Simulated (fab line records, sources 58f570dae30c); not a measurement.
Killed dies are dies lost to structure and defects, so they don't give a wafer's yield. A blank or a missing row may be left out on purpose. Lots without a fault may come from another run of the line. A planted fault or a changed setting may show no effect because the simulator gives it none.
Which tool did it? | flow berkeley_cmos170 | 14 lots, 42 wafers sampled, at 2 steps of a route of 331

WHAT THE GAUGES READ, wafer by wafer
UCB170_SPACER_THK_MEAS_01.
lot  | measured     | on            | SPACER_TEOS_THK (nm)
L746 | day 7 16:37  | film_metro-01 | 375 386 378
L748 | day 7 16:39  | film_metro-03 | 373 374 381
L749 | day 7 16:41  | film_metro-01 | 375 377 375
L751 | day 8 01:32  | film_metro-04 | 379 381 385
L750 | day 8 02:16  | film_metro-01 | 377 370 380
L752 | day 8 17:46  | film_metro-01 | 376 383 384
L754 | day 8 18:29  | film_metro-04 | 380 373 379
L755 | day 8 19:22  | film_metro-01 | 378 384 379
L758 | day 10 04:01 | film_metro-03 | 374 322 328
L760 | day 10 04:08 | film_metro-03 | 373 316 325
L761 | day 10 04:10 | film_metro-01 | 376 371 374
L767 | day 11 19:01 | film_metro-03 | 372 379 381
L768 | day 11 19:46 | film_metro-01 | 374 383 380
L769 | day 12 01:05 | film_metro-01 | 376 381 380

WHICH TOOL RAN EACH LOT (tool, then ch and the chambers of the sampled wafers, then the start)
lot  | UCB170_SPACER_CVD_00
L746 | pecvd-03 ch 0,2, day 7 16:30
L748 | pecvd-02 ch 0,1, day 7 16:30
L749 | pecvd-01 ch 0,2, day 7 16:30
L751 | pecvd-03 ch 0,1,2, day 8 01:30
L750 | pecvd-01 ch 0,1, day 8 02:14
L752 | pecvd-03 ch 0,1,2, day 8 17:43
L754 | pecvd-02 ch 0,1, day 8 18:26
L755 | pecvd-03 ch 0,1,2, day 8 19:20
L758 | pecvd-01 ch 0,2, day 10 03:58
L760 | pecvd-01 ch 0,1, day 10 04:01
L761 | pecvd-02 ch 0,2, day 10 04:01
L767 | pecvd-03 ch 0,1,2, day 11 18:58
L768 | pecvd-02 ch 0,2, day 11 19:43
L769 | pecvd-02 ch 0,1,2, day 12 01:01
- UCB170_SPACER_CVD_00: deposits SiO2 from TEOS/O2, target thk 376 nm, time 47 s.

WHAT THE TOOLS THEMSELVES READ (means of the sampled wafers that have a number; where no wafer has one, the mark that the record gives instead)
UCB170_SPACER_CVD_00.
lot  | tool     | heater_power_w (W) | rf_fwd_power_W (W)
L746 | pecvd-03 | 258                | 542.4
L748 | pecvd-02 | 246                | 540.5
L749 | pecvd-01 | 253                | 545.8
L751 | pecvd-03 | 291                | 542.9
L750 | pecvd-01 | 252                | 547.4
L752 | pecvd-03 | 301                | 542.8
L754 | pecvd-02 | 326                | 541.1
L755 | pecvd-03 | 310                | 542.3
L758 | pecvd-01 | 326                | 399.9
L760 | pecvd-01 | 318                | 398.7
L761 | pecvd-02 | 317                | 543.0
L767 | pecvd-03 | 270                | 543.0
L768 | pecvd-02 | 272                | 540.7
L769 | pecvd-02 | 294                | 542.0

THE ANSWER, worked out from the rows above alone
Rule: what is usual is taken from the lots themselves. Put in order of their means at a reading, lots are off if they are a third of the lots or fewer, leave a main group of 4 or more, and stand apart from it by a gap of 3 or more times the standard deviation of the main group's means; of several such gaps the widest counts. A main group whose means are all the same, to the digits that the tables above print for the reading, isn't used. A lot without any number at a reading at which 4 lots or more have one is off too. The other lots that the step has rows for count as sound. The gauges are gone through in route order, then the tools' own readings, and for those a lot's mean is taken as printed above. The first step at which some lot is off is used, and at that step the reading that is off furthest; a lot without a number counts as furthest.
Off: L758, L760, at UCB170_SPACER_THK_MEAS_01 (SPACER_TEOS_THK). The main group: mean 378 nm, standard deviation 2.4.
A tool fits if, at a process step before that reading, it ran every lot that is off, and no sound lot after the first of them. The gauges at UCB170_SPACER_THK_MEAS_01 aren't tried: what is off there is off at UCB170_SPACER_CVD_00 too, on other tools, and a gauge's error can't cause that. One fits: pecvd-01 at UCB170_SPACER_CVD_00. Its last sound lot is L750 (day 8 02:14), its first lot that is off L758 (day 10 03:58): a fault that began between those two fits.
The tool's own readings at UCB170_SPACER_CVD_00 bear it out: on the lots that are off they differ by more than 5 times the standard deviation of the sound lots' means. rf_fwd_power_W reads 399.3 W there against 542.8 W on the sound lots.

WHAT THE SIMULATOR HAD PUT IN
Process parameter drift: pecvd-01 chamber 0, from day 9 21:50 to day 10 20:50, at UCB170_SPACER_CVD_00. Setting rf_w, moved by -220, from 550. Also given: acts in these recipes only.
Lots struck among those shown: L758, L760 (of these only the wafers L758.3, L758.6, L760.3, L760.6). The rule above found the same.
